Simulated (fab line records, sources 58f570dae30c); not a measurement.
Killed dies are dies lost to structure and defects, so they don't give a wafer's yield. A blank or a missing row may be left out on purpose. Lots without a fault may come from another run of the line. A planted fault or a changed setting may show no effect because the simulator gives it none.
One fault seen from 2 desks | flow berkeley_cmos170 | each desk has only its own numbers; what lay behind them comes last

THE METROLOGY DESK
What the gauges read, lot by lot, whatever tool the lot ran on: means of the sampled wafers that have a number. A lot is out of limits, marked OUT, if its mean lies more than 4 standard deviations from the usual mean; the brackets give that distance.
Columns: A = cd_nm at UCB170_V1_CD_MEAS_12, usual 699.8 nm; B = M2_OVL at UCB170_M2_OVL_MEAS_16, usual -2 nm
lot  | first seen here | A     | B
L802 | day 7 22:38     | 701.6 | 0
L803 | day 9 04:59     | 700.0 | 3
L805 | day 9 04:59     | 697.9 | 2
L804 | day 9 05:06     | 699.4 | -13
L806 | day 9 23:19     | 698.5 | -6
L808 | day 10 00:56    | 699.1 | -6
L809 | day 10 00:59    | 701.4 | -9
L807 | day 10 01:44    | 700.2 | -2
L810 | day 10 11:29    | 699.5 | 0
L811 | day 10 23:16    | 699.7 | -2
L813 | day 11 01:12    | 700.1 | 5
L812 | day 11 02:16    | 700.2 | -6
L820 | day 12 23:37    | 699.1 | -3
L819 | day 13 01:20    | 700.3 | -13
This desk's finding: nothing out of limits on any of the 14 lots.

THE TOOL OWNER'S DESK: furnace-02
The tool's own readings at UCB170_GATE_OXIDATION_01 (target thk 6.6 nm, ox time 1800 s): means of the sampled wafers that have a number, for each lot that ran on this tool. A lot is out of limits, marked OUT, if its mean lies more than 4 standard deviations from the usual mean; the brackets give that distance.
Columns: A = spike_tc_centre_C at UCB170_GATE_OXIDATION_01, usual 851.1 C; B = spike_tc_source_C at UCB170_GATE_OXIDATION_01, usual 869 C
lot  | first seen here | A     | B
L810 | day 8 22:01     | 850.8 | 872
L819 | day 11 00:58    | 851.3 | 873
L820 | day 11 00:58    | 849.8 | 872
This desk's finding: nothing out of limits on any of the 3 lots.

PUT TOGETHER
The metrology desk saw nothing out of limits.
The tool owner's desk saw nothing out of limits.

WHAT THE SIMULATOR HAD PUT IN
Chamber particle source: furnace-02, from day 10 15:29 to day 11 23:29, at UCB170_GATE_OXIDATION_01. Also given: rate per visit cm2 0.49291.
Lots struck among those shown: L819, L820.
